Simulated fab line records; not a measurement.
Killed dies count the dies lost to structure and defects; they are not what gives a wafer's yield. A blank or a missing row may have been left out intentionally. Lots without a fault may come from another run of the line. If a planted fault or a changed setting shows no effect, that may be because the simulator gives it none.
fab line records | flow rit_cmos
record lots=6 | wafers=18 | last_day=7
route steps=202 shown NLDD@107 PLDD@114 SPACER@125
lots untouched by any fault: they come from a run of this same line in which no faults occurred
start_h: the number of hours between the record's first day and the start of the first shown wafer of the lot | wait_h: hours since the lot's step before | " same as the row above | L1.1+2: a row that stands for several wafers | - no value, or no start was given | * or withheld: withheld | < > ~ a bound
route shown NAME@n: a module of which the file shows steps, and the number in the route of the first | usual: the fault-free wafers' mean and standard deviation | same: alike in all rows | chamber/n: place in a boat | sites: readings site by site | _std_site: standard deviation of those values | _edge_site: mean of outer sites minus mean of inner sites | radius_mm: for every site, how far away it sits from the centre of the wafer | mask NAME#n: copy n | behind: tool/chamber where the wafer was last shaped | hold: reason for holding the lot/hours on hold/outcome of the hold | device: the transistor (n, p or np) that didn't switch | end of line: tests of these same wafers at the route's end | step lacking rows: just its recipe | killed: dies that structure and defects cost at the first sort, which is not the same as the wafer's yield | map: the dies of a wafer, with x for killed, . for not killed, _ for no die there
set.NAME: the setting the step ran with; set.NAME@STEP: the setting that earlier step ran with | model.NAME: the simulator's own value behind a step, which no gauge read
certain route steps with their lots: each step a table, each wafer a row
services: from which hour (start_h, from the record's first day; less than 0 if before it) a tool's chamber was out of use, for how many hours, and why
## steps
# step RIT_NLDD_PEB_04
# recipe resist=NOVOLAK | temp_c=withheld | time_s=withheld
# step RIT_NLDD_DEVELOP_05
# recipe resist=NOVOLAK | develop_time_s=50 | dev_temp_c=23
# step RIT_NLDD_OVL_MEAS_06
# usual NLDD_OVL=-0.6/1.2
lot.wafer | tool       | chamber | start_h | wait_h | NLDD_OVL[nm]
L779.2    | overlay-02 | -       | 67.01   | -      | -0.6
L779.4    | "          | -       | "       | "      | -1.5
L779.5    | "          | -       | "       | "      | 0.6
L782.1    | overlay-02 | -       | 82.18   | -      | -0.6
L782.2    | "          | -       | "       | "      | -2.5
L782.5    | "          | -       | "       | "      | -1.3
L790.1    | overlay-01 | -       | 122.59  | -      | 0.1
L790.2    | "          | -       | "       | "      | -2.4
L790.3    | "          | -       | "       | "      | 0.2
L791.3    | overlay-02 | -       | 126.03  | -      | 0.8
L791.4    | "          | -       | "       | "      | 1.1
L791.6    | "          | -       | "       | "      | -1.1
L793.1    | overlay-02 | -       | 137.37  | -      | 0.6
L793.2    | "          | -       | "       | "      | 2.5
L793.6    | "          | -       | "       | "      | 0.7
L794.1    | overlay-01 | -       | 145.90  | -      | -1.1
L794.2    | "          | -       | "       | "      | -2.5
L794.3    | "          | -       | "       | "      | -2.6
# step RIT_NLDD_HARDBAKE_07
# recipe resist=NOVOLAK | temp_c=140 | time_s=60
# step RIT_NLDD_IMPLANT_08
# recipe species=P | energy_kev=20 | dose_cm2=5e+14 | tilt_deg=7
# step RIT_NLDD_STRIP_09
# recipe chemistry=O2 | time_s=180 | resist=NOVOLAK | platen_temp_c=withheld | power_w=500 | pressure_mtorr=4000 | o2_flow_sccm=4000
# usual chamber_pressure_mTorr=4000/3.6 | drypump_motor_current_A=5.6/0.5
# same time_s=180
lot.wafer | tool            | chamber | start_h | wait_h | chamber_pressure_mTorr | drypump_motor_current_A | rf_hours_counter_h
L779.2    | plasma_asher-01 | 0       | 67.34   | 0.1    | 3999                   | 5.7                     | 27
L779.4    | "               | 1       | "       | "      | 3992                   | 4.9                     | -
L779.5    | "               | 1       | "       | "      | 3995                   | 4.9                     | -
L782.1    | plasma_asher-04 | 0       | 82.52   | 0.1    | 4004                   | 6.3                     | 47
L782.2    | "               | 1       | "       | "      | 4001                   | 6.3                     | 47
L782.5    | "               | 1       | "       | "      | 4009                   | 6.3                     | -
L790.1    | plasma_asher-02 | 0       | 122.93  | 0.1    | 4006                   | 5.4                     | 1
L790.2    | "               | 1       | "       | "      | 3998                   | 5.5                     | 1
L790.3    | "               | 0       | "       | "      | 3997                   | 5.3                     | -
L791.3    | plasma_asher-02 | 0       | 126.53  | 0.1    | 4000                   | 5.4                     | -
L791.4    | "               | 1       | "       | "      | 4001                   | 5.5                     | -
L791.6    | "               | 0       | "       | "      | 3994                   | 5.4                     | -
L793.1    | plasma_asher-02 | 1       | 137.71  | 0.1    | 4004                   | 5.5                     | 2
L793.2    | "               | 0       | "       | "      | 3995                   | 5.4                     | 2
L793.6    | "               | 0       | "       | "      | 4005                   | 5.4                     | -
L794.1    | plasma_asher-04 | 0       | 146.23  | 0.1    | 3998                   | 6.3                     | 54
L794.2    | "               | 1       | "       | "      | 3999                   | 6.3                     | 54
L794.3    | "               | 0       | "       | "      | 3995                   | 6.3                     | -
# step RIT_NLDD_TW_MEAS_10
# usual NLDD_TW=2500/19
lot.wafer | tool          | chamber | start_h | wait_h | NLDD_TW
L779.2    | film_metro-04 | -       | 67.53   | 0.1    | 2533
L779.4    | "             | -       | "       | "      | 2529
L779.5    | "             | -       | "       | "      | 2528
L782.1    | film_metro-01 | -       | 82.69   | 0.1    | 2470
L782.2    | "             | -       | "       | "      | 2476
L782.5    | "             | -       | "       | "      | 2483
L790.1    | film_metro-04 | -       | 123.11  | 0.1    | 2498
L790.2    | "             | -       | "       | "      | 2501
L790.3    | "             | -       | "       | "      | 2510
L791.3    | film_metro-04 | -       | 126.67  | 0.1    | 2487
L791.4    | "             | -       | "       | "      | 2487
L791.6    | "             | -       | "       | "      | 2499
L793.1    | film_metro-04 | -       | 137.88  | 0.1    | 2496
L793.2    | "             | -       | "       | "      | 2502
L793.6    | "             | -       | "       | "      | 2510
L794.1    | film_metro-04 | -       | 146.41  | 0.1    | 2509
L794.2    | "             | -       | "       | "      | 2534
L794.3    | "             | -       | "       | "      | 2515
# step RIT_PLDD_HMDS_00
# recipe prime_time_s=60 | prime_temp_c=140
# step RIT_PLDD_COAT_01
# recipe resist=NOVOLAK | spin_rpm=3250 | resist_thk_nm=1000
# step RIT_PLDD_SOFTBAKE_02
# recipe resist=NOVOLAK | temp_c=90 | time_s=60
# step RIT_PLDD_EXPOSE_03
# recipe mask_id=M8 | na=0.57 | target_cd_nm=40900 | dose_mj=250
# step RIT_PLDD_PEB_04
# recipe resist=NOVOLAK | temp_c=withheld | time_s=withheld
# step RIT_PLDD_DEVELOP_05
# recipe resist=NOVOLAK | develop_time_s=50 | dev_temp_c=23
# usual chill_plate_temp_C=23.02/0.11 | developer_temp_C=23.01/0.12
lot.wafer | tool           | chamber | start_h | wait_h | chill_plate_temp_C | developer_temp_C
L779.2    | litho_track-02 | 0       | 68      | -      | 22.85              | 23.04
L779.4    | "              | 0       | "       | "      | 22.82              | 22.72
L779.5    | "              | 0       | "       | "      | 22.99              | 22.99
L782.1    | litho_track-04 | 0       | 83      | -      | 23.18              | 22.98
L782.2    | "              | 0       | "       | "      | 23.12              | 23.08
L782.5    | "              | 0       | "       | "      | 23.10              | 22.97
L790.1    | litho_track-02 | 0       | 124     | -      | 22.93              | 22.89
L790.2    | "              | 0       | "       | "      | 22.84              | 22.83
L790.3    | "              | 0       | "       | "      | 23.14              | 22.90
L791.3    | litho_track-02 | 0       | 127     | -      | 23.06              | 23.05
L791.4    | "              | 0       | "       | "      | 23.14              | 23.05
L791.6    | "              | 0       | "       | "      | 23.22              | 23.06
L793.1    | litho_track-03 | 0       | 138     | -      | 23.09              | 23.15
L793.2    | "              | 0       | "       | "      | 23.07              | 22.95
L793.6    | "              | 0       | "       | "      | 22.98              | 22.86
L794.1    | litho_track-03 | 0       | 147     | -      | 23.00              | 22.89
L794.2    | "              | 0       | "       | "      | 23.16              | 23.02
L794.3    | "              | 0       | "       | "      | 23.08              | 22.99
# step RIT_PLDD_OVL_MEAS_06
# usual PLDD_OVL=-1.6/1.6
lot.wafer | tool       | chamber | start_h | wait_h | PLDD_OVL[nm]
L779.2    | overlay-01 | -       | 68.56   | -      | -0.7
L779.4    | "          | -       | "       | "      | -0.9
L779.5    | "          | -       | "       | "      | -2.6
L782.1    | overlay-01 | -       | 83.60   | -      | -2.5
L782.2    | "          | -       | "       | "      | -2.0
L782.5    | "          | -       | "       | "      | -2.8
L790.1    | overlay-01 | -       | 124.14  | -      | -2.2
L790.2    | "          | -       | "       | "      | -3.2
L790.3    | "          | -       | "       | "      | -1.4
L791.3    | overlay-02 | -       | 127.88  | -      | -1.0
L791.4    | "          | -       | "       | "      | -0.2
L791.6    | "          | -       | "       | "      | -0.1
L793.1    | overlay-01 | -       | 138.92  | -      | -1.0
L793.2    | "          | -       | "       | "      | -2.7
L793.6    | "          | -       | "       | "      | -1.8
L794.1    | overlay-01 | -       | 147.44  | -      | -3.0
L794.2    | "          | -       | "       | "      | -2.2
L794.3    | "          | -       | "       | "      | -1.7
# step RIT_PLDD_HARDBAKE_07
# recipe resist=NOVOLAK | temp_c=140 | time_s=60
# step RIT_PLDD_IMPLANT_08
# recipe species=BF2 | energy_kev=20 | dose_cm2=9e+14 | tilt_deg=7
# step RIT_PLDD_STRIP_09
# recipe chemistry=O2 | time_s=180 | resist=NOVOLAK | platen_temp_c=withheld | power_w=500 | pressure_mtorr=4000 | o2_flow_sccm=4000
# usual chamber_pressure_mTorr=4000/3.6 | drypump_motor_current_A=5.5/0.56
# same time_s=180
lot.wafer | tool            | chamber | start_h | wait_h | chamber_pressure_mTorr | drypump_motor_current_A | rf_hours_counter_h
L779.2    | plasma_asher-01 | 0       | 68.89   | 0.1    | 3990                   | 5.7                     | 27
L779.4    | "               | 1       | "       | "      | 3998                   | 4.9                     | -
L779.5    | "               | 1       | "       | "      | 3994                   | 4.9                     | -
L782.1    | plasma_asher-03 | 0       | 83.94   | 0.1    | 3999                   | 4.9                     | 41
L782.2    | "               | 1       | "       | "      | 4001                   | 5.9                     | 41
L782.5    | "               | 1       | "       | "      | 4005                   | 5.9                     | -
L790.1    | plasma_asher-04 | 1       | 124.48  | 0.1    | 3997                   | 6.3                     | 52
L790.2    | "               | 0       | "       | "      | 4005                   | 6.3                     | 52
L790.3    | "               | 1       | "       | "      | 4006                   | 6.3                     | -
L791.3    | plasma_asher-01 | 1       | 128.26  | 0.1    | 4000                   | 4.9                     | -
L791.4    | "               | 0       | "       | "      | 4000                   | 5.8                     | -
L791.6    | "               | 1       | "       | "      | 4009                   | 4.9                     | -
L793.1    | plasma_asher-01 | 0       | 139.26  | 0.1    | 4006                   | 5.7                     | 35
L793.2    | "               | 1       | "       | "      | 3999                   | 4.9                     | 35
L793.6    | "               | 0       | "       | "      | 4001                   | 5.7                     | -
L794.1    | plasma_asher-03 | 1       | 147.78  | 0.1    | 3997                   | 5.9                     | 48
L794.2    | "               | 0       | "       | "      | 4005                   | 4.9                     | 48
L794.3    | "               | 1       | "       | "      | 4002                   | 5.9                     | -
# step RIT_PLDD_TW_MEAS_10
# usual PLDD_TW=2362/16
lot.wafer | tool          | chamber | start_h | wait_h | PLDD_TW
L779.2    | film_metro-04 | -       | 69.07   | 0.1    | 2382
L779.4    | "             | -       | "       | "      | 2379
L779.5    | "             | -       | "       | "      | 2367
L782.1    | film_metro-03 | -       | 84.11   | 0.1    | 2371
L782.2    | "             | -       | "       | "      | 2361
L782.5    | "             | -       | "       | "      | 2366
L790.1    | film_metro-03 | -       | 124.65  | 0.1    | 30
L790.2    | "             | -       | "       | "      | 30
L790.3    | "             | -       | "       | "      | 30
L791.3    | film_metro-04 | -       | 128.39  | 0.1    | 30
L791.4    | "             | -       | "       | "      | 30
L791.6    | "             | -       | "       | "      | 30
L793.1    | film_metro-03 | -       | 139.43  | 0.1    | 2361
L793.2    | "             | -       | "       | "      | 2362
L793.6    | "             | -       | "       | "      | 2374
L794.1    | film_metro-01 | -       | 147.95  | 0.1    | 2339
L794.2    | "             | -       | "       | "      | 2342
L794.3    | "             | -       | "       | "      | 2345
# step RIT_SPACER_CLEAN_00
# recipe chemistry=SC1 | mix=3:3:50 | time_s=600 | temp_c=75
## services
tool            | chamber | start_h | hours | kind
plasma_asher-01 | -       | 98.37   | 0.4   | repair
plasma_asher-01 | -       | 103.03  | 2.8   | pm
plasma_asher-02 | -       | 108.75  | 9.0   | pm
plasma_asher-02 | 0       | 108.75  | 9.0   | vent_cycle
plasma_asher-02 | 1       | 108.75  | 9.0   | vent_cycle
plasma_asher-02 | 0       | 117.75  | -     | clean
plasma_asher-02 | 1       | 117.75  | -     | clean
plasma_asher-04 | -       | 125.04  | 2.2   | repair
## key
first_sign step=RIT_PLDD_TW_MEAS_10 | reading=PLDD_TW | direction=down | sigmas=99+ | usual=2362 | struck=30
effect none on later readings
met_at RIT_PLDD_DEVELOP_05
struck_wafers L790.1,L790.2,L790.3,L791.3,L791.4,L791.6
sort_left_out L790.1,L790.2,L790.3,L791.3,L791.4,L791.6
tester_left_out L790,L791
onset_between 68 124
fault kind=process_parameter_drift | tool=litho_track-02 | chamber=- | onset_h=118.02 | steps=RIT_PLDD_DEVELOP_05 | channel=develop_time_s | offset=* | shape=step | end_h=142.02 | acts_in=* | stated=*
# tester_left_out: of these lots the tester's yield and bins aren't shown, on N5 and GAA mostly nor the transistor test; their killed dies are dies lost to structure and defects alone, not to doping, threshold or leakage, so they don't give the yield
# sort_left_out: the simulated sort isn't trusted on such a fault, so these wafers' sort isn't shown, and their yield isn't known
